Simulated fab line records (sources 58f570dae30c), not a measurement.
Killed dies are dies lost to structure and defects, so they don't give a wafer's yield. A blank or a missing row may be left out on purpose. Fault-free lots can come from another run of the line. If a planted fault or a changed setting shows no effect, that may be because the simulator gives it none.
Split-lot trial || flow berkeleyCmos170 || 23 wafers read from 5 lots, route of 331 steps

SPLIT DETAILS
At UCB170_FIELD_OXIDATION_01 (target thk 558.3 nm, ox time 7200 s), the setting tempC was moved away from the recipe's 1000 C on 15 of the 23 wafers read, by -1.9% to +2.7%. For the rest of the wafers, this setting stayed at what the recipe calls for.

FROM THE SPLIT TO THE READING: what the file shows between them, 9 steps
- UCB170_FIELD_THK_MEAS_02
- UCB170_FIELD_ANNEAL_03: time 1200 s
- UCB170_FIELD_WET_ETCH_04: etches SiO2 in dHF, time 60 s
- UCB170_FIELD_WET_ETCH_05: etches Si3N4 in H3PO4, time 12600 s
- UCB170_FIELD_WET_ETCH_06: etches SiO2 in BOE, time 22 s
- UCB170_FIELD_THK_MEAS_90
- UCB170_NVT_IMPLANT_07 (also split here: energyKev)
- UCB170_NVT_STRIP_08: strips in O2
- UCB170_GATE_WET_ETCH_00: etches SiO2 in dHF, time 200 s

THE READING
Values of FIELD_OXIDE_LEFT_2_THK in nm from UCB170_FIELD_THK_MEAS_91. Fault-free wafers of this fab line usually give 355 nm, standard deviation 12 nm.

{"wafer": "L074.1", "tool, chamber at the split": "-, -", "tempC as run, C": 1008, "against the recipe": "+0.8%", "FIELD_OXIDE_LEFT_2_THK, nm": 383, "against lot-mates on the recipe": "no lot-mate on the recipe"}
{"wafer": "L074.3", "tool, chamber at the split": "-, -", "tempC as run, C": 1008, "against the recipe": "+0.8%", "FIELD_OXIDE_LEFT_2_THK, nm": 401, "against lot-mates on the recipe": "no lot-mate on the recipe"}
{"wafer": "L074.4", "tool, chamber at the split": "-, -", "tempC as run, C": 1008, "against the recipe": "+0.8%", "FIELD_OXIDE_LEFT_2_THK, nm": 383, "against lot-mates on the recipe": "no lot-mate on the recipe"}
{"wafer": "L074.5", "tool, chamber at the split": "-, -", "tempC as run, C": 1008, "against the recipe": "+0.8%", "FIELD_OXIDE_LEFT_2_THK, nm": 396, "against lot-mates on the recipe": "no lot-mate on the recipe"}
{"wafer": "L074.6", "tool, chamber at the split": "-, -", "tempC as run, C": 1008, "against the recipe": "+0.8%", "FIELD_OXIDE_LEFT_2_THK, nm": 392, "against lot-mates on the recipe": "no lot-mate on the recipe"}
{"wafer": "L077.3", "tool, chamber at the split": "furnace-02, 0", "tempC as run, C": 1000, "against the recipe": "recipe", "FIELD_OXIDE_LEFT_2_THK, nm": 360, "against lot-mates on the recipe": "-"}
{"wafer": "L077.5", "tool, chamber at the split": "furnace-02, 0", "tempC as run, C": 1000, "against the recipe": "recipe", "FIELD_OXIDE_LEFT_2_THK, nm": 347, "against lot-mates on the recipe": "-"}
{"wafer": "L077.6", "tool, chamber at the split": "furnace-02, 0", "tempC as run, C": 1000, "against the recipe": "recipe", "FIELD_OXIDE_LEFT_2_THK, nm": 340, "against lot-mates on the recipe": "-"}
{"wafer": "L079.1", "tool, chamber at the split": "-, -", "tempC as run, C": 980.7, "against the recipe": "-1.9%", "FIELD_OXIDE_LEFT_2_THK, nm": 302, "against lot-mates on the recipe": "no lot-mate on the recipe"}
{"wafer": "L079.2", "tool, chamber at the split": "-, -", "tempC as run, C": 980.7, "against the recipe": "-1.9%", "FIELD_OXIDE_LEFT_2_THK, nm": 293, "against lot-mates on the recipe": "no lot-mate on the recipe"}
{"wafer": "L079.4", "tool, chamber at the split": "-, -", "tempC as run, C": 980.7, "against the recipe": "-1.9%", "FIELD_OXIDE_LEFT_2_THK, nm": 293, "against lot-mates on the recipe": "no lot-mate on the recipe"}
{"wafer": "L079.5", "tool, chamber at the split": "-, -", "tempC as run, C": 980.7, "against the recipe": "-1.9%", "FIELD_OXIDE_LEFT_2_THK, nm": 293, "against lot-mates on the recipe": "no lot-mate on the recipe"}
{"wafer": "L079.6", "tool, chamber at the split": "-, -", "tempC as run, C": 980.7, "against the recipe": "-1.9%", "FIELD_OXIDE_LEFT_2_THK, nm": 294, "against lot-mates on the recipe": "no lot-mate on the recipe"}
{"wafer": "L083.1", "tool, chamber at the split": "-, -", "tempC as run, C": 1027, "against the recipe": "+2.7%", "FIELD_OXIDE_LEFT_2_THK, nm": 461, "against lot-mates on the recipe": "no lot-mate on the recipe"}
{"wafer": "L083.2", "tool, chamber at the split": "-, -", "tempC as run, C": 1027, "against the recipe": "+2.7%", "FIELD_OXIDE_LEFT_2_THK, nm": 470, "against lot-mates on the recipe": "no lot-mate on the recipe"}
{"wafer": "L083.3", "tool, chamber at the split": "-, -", "tempC as run, C": 1027, "against the recipe": "+2.7%", "FIELD_OXIDE_LEFT_2_THK, nm": 450, "against lot-mates on the recipe": "no lot-mate on the recipe"}
{"wafer": "L083.4", "tool, chamber at the split": "-, -", "tempC as run, C": 1027, "against the recipe": "+2.7%", "FIELD_OXIDE_LEFT_2_THK, nm": 452, "against lot-mates on the recipe": "no lot-mate on the recipe"}
{"wafer": "L083.5", "tool, chamber at the split": "-, -", "tempC as run, C": 1027, "against the recipe": "+2.7%", "FIELD_OXIDE_LEFT_2_THK, nm": 469, "against lot-mates on the recipe": "no lot-mate on the recipe"}
{"wafer": "L082.2", "tool, chamber at the split": "-, -", "tempC as run, C": 1000, "against the recipe": "recipe", "FIELD_OXIDE_LEFT_2_THK, nm": 369, "against lot-mates on the recipe": "-"}
{"wafer": "L082.3", "tool, chamber at the split": "-, -", "tempC as run, C": 1000, "against the recipe": "recipe", "FIELD_OXIDE_LEFT_2_THK, nm": 366, "against lot-mates on the recipe": "-"}
{"wafer": "L082.4", "tool, chamber at the split": "-, -", "tempC as run, C": 1000, "against the recipe": "recipe", "FIELD_OXIDE_LEFT_2_THK, nm": 370, "against lot-mates on the recipe": "-"}
{"wafer": "L082.5", "tool, chamber at the split": "-, -", "tempC as run, C": 1000, "against the recipe": "recipe", "FIELD_OXIDE_LEFT_2_THK, nm": 369, "against lot-mates on the recipe": "-"}
{"wafer": "L082.6", "tool, chamber at the split": "-, -", "tempC as run, C": 1000, "against the recipe": "recipe", "FIELD_OXIDE_LEFT_2_THK, nm": 371, "against lot-mates on the recipe": "-"}

FIT RESULTS
A straight line over all 23 wafers: FIELD_OXIDE_LEFT_2_THK changes by +35.8 nm for each +1% of tempC; r = +0.99; the points scatter about the line by 8.9 nm.
Too few moved wafers with a lot-mate on the recipe to fit a line net of each lot's own level.

THE WHOLE CHAIN: every reading that the file lists as answering this split, in the file's order
{"step": "UCB170_FIELD_OXIDATION_01", "what it does": "target thk 558.3 nm, ox time 7200 s", "reading": "SiO2_of_FIELD_OXIDATION_01.thkNm (the simulator's own value, which no gauge read)", "change (the file's fit)": "+35.9 nm for each +1% of the setting", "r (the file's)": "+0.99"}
{"step": "UCB170_FIELD_THK_MEAS_02", "what it does": "", "reading": "FIELD_OXIDE_THK", "change (the file's fit)": "+35.9 for each +1% of the setting", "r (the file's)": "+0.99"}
{"step": "UCB170_FIELD_THK_MEAS_90", "what it does": "", "reading": "FIELD_OXIDE_LEFT_1_THK", "change (the file's fit)": "+36 for each +1% of the setting", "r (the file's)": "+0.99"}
{"step": "UCB170_FIELD_THK_MEAS_91", "what it does": "", "reading": "FIELD_OXIDE_LEFT_2_THK", "change (the file's fit)": "+35.8 for each +1% of the setting", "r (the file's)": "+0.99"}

FILE'S OWN FIT
FIELD_OXIDE_LEFT_2_THK changes by +35.8 nm for each +1% of tempC, r = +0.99.
